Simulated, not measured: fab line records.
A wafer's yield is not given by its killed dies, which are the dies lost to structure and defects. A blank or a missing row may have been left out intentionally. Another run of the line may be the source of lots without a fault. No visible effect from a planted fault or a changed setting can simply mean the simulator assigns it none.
2 desks looking at one fault -- flow berkeley-cmos170 -- only its own numbers are on each desk; what lay behind them is given at the end

== METROLOGY DESK ==
What the gauges read, lot by lot, whatever tool the lot ran on: means of the sampled wafers that have a number. Marked OUT: a lot whose mean sits more than 4 standard deviations from the usual mean, which makes it out of limits; the brackets give that distance.
Columns: A = CONTACT_PSG_THK at UCB170_CONTACT_THK_MEAS_02, usual 703 nm
lot,first seen here,A
L421,day 8 22:23,696
L422,day 9 09:22,696
L423,day 9 09:43,713
L426,day 9 20:40,695
L425,day 9 20:40,698
L424,day 9 20:41,701
L435,day 11 16:56,702
L434,day 11 18:05,588 (-17) OUT
L437,day 11 19:53,709
L439,day 12 05:15,697
L440,day 12 05:16,698
L441,day 12 18:58,704
L443,day 13 05:02,697
Per this desk, out of limits: L434; the first was L434, day 11 18:05 (CONTACT_PSG_THK at UCB170_CONTACT_THK_MEAS_02). L421, L422, L423, L426, L425, L424, L435, L437, L439, L440, L441, L443: within limits.

== THE TOOL OWNER'S DESK: lpcvd-02 ==
The tool's own readings at UCB170_CONTACT_CVD_01 (deposits PSG from SiH4/O2/PH3, target thk 700 nm, time 2820 s): means of the sampled wafers that have a number, for each lot that ran on this tool. Marked OUT: a lot whose mean sits more than 4 standard deviations from the usual mean, which makes it out of limits; the brackets give that distance.
Columns: A = sih4-flow-sccm at UCB170_CONTACT_CVD_01, usual 60.03 sccm; B = spike-tc-centre-C at UCB170_CONTACT_CVD_01, usual 451.8 C; C = zone-power-centre-pct at UCB170_CONTACT_CVD_01, usual 20.6 %
lot,first seen here,A,B,C
L422,day 9 07:35,60.08,453.0,21.5
L424,day 9 18:53,60.09,452.1,21.2
L425,day 9 18:53,59.95,451.9,21.2
L426,day 9 18:53,60.15,452.8,21.1
L434,day 11 16:18,29.96 (-99 or more) OUT,452.1,21.2
L437,day 11 18:05,59.94,451.8,21.3
This desk's verdict: out of limits on L434, starting with L434 at day 11 16:18 (sih4-flow-sccm at UCB170_CONTACT_CVD_01). L422, L424, L425, L426, L437: within limits.

== BROUGHT TOGETHER ==
At day 11 16:18, on L434, the tool owner's desk was in a position to raise an alarm.
L434 would have let the metrology desk raise an alarm at day 11 18:05.
Every lot named ran UCB170_CONTACT_CVD_01 on lpcvd-02.

== WHAT HAD BEEN PUT IN BY THE SIMULATOR ==
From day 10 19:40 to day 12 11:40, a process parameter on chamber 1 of lpcvd-02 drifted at UCB170_CONTACT_CVD_01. From 60, the setting sih4-flow-sccm moved by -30. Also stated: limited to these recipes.
Struck lots among those shown: L434.
Time in hours from fault onset to the first out-of-limits reading at each desk: tool owner's desk 21, metrology desk 22.
